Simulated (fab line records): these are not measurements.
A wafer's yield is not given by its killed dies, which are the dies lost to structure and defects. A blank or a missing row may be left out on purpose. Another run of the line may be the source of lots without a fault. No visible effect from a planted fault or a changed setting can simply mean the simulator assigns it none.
8D (eight disciplines) problem report, filled in by code / flow rit cmos / the parts of the form that need people (team, actions taken, sign-off) are left out

## 1. THE ISSUE
Wafers free of any fault read 353 nm (standard deviation 6) for FOX2_OXIDE_THK at RIT_FOX2_THK_MEAS_01, against a mean of 442 nm on 6 wafers of 2 lots. That puts it +15 standard deviations away from the usual mean.
First seen on wafer L298.4, day 3 10:32, on film metro-01. At this step, 42 wafers from 14 lots have a number in the record. The rule behind "out" and "out of limits": a value lying over 4 standard deviations away from the usual mean. The rest of the wafers with a number are treated as sound.

## 2. WHAT IT IS, WHAT IT ISN'T
question=which readings at this step | is=FOX2_OXIDE_THK | is not=-
question=which lots | is=L298, L304 | is not=L290, L291, L292, L294, L295, L296, L297, L305, L306, L307, L309, L312
question=which wafers of those lots | is=all that have a number | is not=-
question=read on which gauges | is=film metro-01, film metro-04 | is not=film metro-03
question=when | is=from day 3 10:32 | is not=up to then (21 sound wafers); but 15 sound wafers of L305, L306, L307, L309, L312 came after

## 3. THE SUSPECTS, EACH WITH WHAT RULES IT OUT
Counting: a tool stays on the suspect list if, at a process step up to the reading, it processed all lots that are out and no sound lot following the first of them.
- the gauge at RIT_FOX2_THK_MEAS_01 is ruled out. Those wafers that are out were read across 2 gauges (film metro-01, film metro-04).
- furnace-01 at RIT_FOX2_OXIDATION_00 (target thk 350.7 nm, ox time 1130 s): kept. Every lot that is out went through it, starting with L298 (day 3 09:11), and after that it ran no sound lot; the last sound lot it ran before then is L297 (day 3 05:32). Its own readings are out on those wafers: spike tc centre C, spike tc load C, spike tc source C, tube center temp C, tube_center_temp_C_max.
Left after counting: furnace-01 at RIT_FOX2_OXIDATION_00.

## 4. THE CAUSE (what the simulator had put in)
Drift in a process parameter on furnace-01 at RIT_FOX2_OXIDATION_00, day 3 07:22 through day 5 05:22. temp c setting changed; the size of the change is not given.
The count eliminated every tool but this one.

## 5. THE EFFECT CHAIN, in route order
Each row: a reading where the mean over the struck wafers with a number is more than 3 standard deviations away from the usual. Scope: only readings with a usual standard deviation given in the record; hours: median across lots of the time from each lot's start at the first step in this table that gives one to its start at this step; sigmas: change in usual standard deviations.
hours=0; step=RIT_FOX2_OXIDATION_00; reading=spike tc centre C; usual=1103.6 C; on struck wafers=1159.4; change=+55.8; sigmas=+37
hours=0; step=RIT_FOX2_OXIDATION_00; reading=spike tc load C; usual=1131.3 C; on struck wafers=1190.1; change=+58.8; sigmas=+29
hours=0; step=RIT_FOX2_OXIDATION_00; reading=spike tc source C; usual=1124.9 C; on struck wafers=1180.4; change=+55.5; sigmas=+26
hours=0; step=RIT_FOX2_OXIDATION_00; reading=tube center temp C; usual=1100 C; on struck wafers=1157; change=+57; sigmas=+99 or more
hours=0; step=RIT_FOX2_OXIDATION_00; reading=tube_center_temp_C_max; usual=1102.8; on struck wafers=1160.0; change=+57.2; sigmas=+99 or more
hours=0; step=RIT_FOX2_OXIDATION_00; reading=zone power load pct; usual=44.2 %; on struck wafers=48.9; change=+4.7; sigmas=+3.9
hours=1; step=RIT_FOX2_THK_MEAS_01; reading=FOX2_OXIDE_THK; usual=353 nm; on struck wafers=442; change=+89; sigmas=+15
hours=2; step=RIT_FOX2_THK_MEAS_90; reading=FIELD_OXIDE_LEFT_1_THK; usual=326 nm; on struck wafers=415; change=+89; sigmas=+15
hours=15; step=RIT_FOX2_THK_MEAS_91; reading=FIELD_OXIDE_LEFT_2_THK; usual=258 nm; on struck wafers=347; change=+89; sigmas=+14
The process steps in it:
- RIT_FOX2_OXIDATION_00: target thk 350.7 nm, ox time 1130 s.

## 6. WHAT WOULD HAVE CAUGHT IT SOONER
3 hours passed between the start of the fault at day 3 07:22 and the first reading out of limits at a measuring or inspecting step in this record, taken at day 3 10:32.
The tool's own readings at RIT_FOX2_OXIDATION_00 were out on every struck wafer that the step has a row for (spike tc centre C, spike tc load C, spike tc source C, tube center temp C, tube_center_temp_C_max): an alarm limit on them would have fired on the first of those.
Of the lots that are out (2), L304 began RIT_FOX2_OXIDATION_00 on furnace-01 after day 3 10:32. Had the tool been put on hold then, it would have been spared.
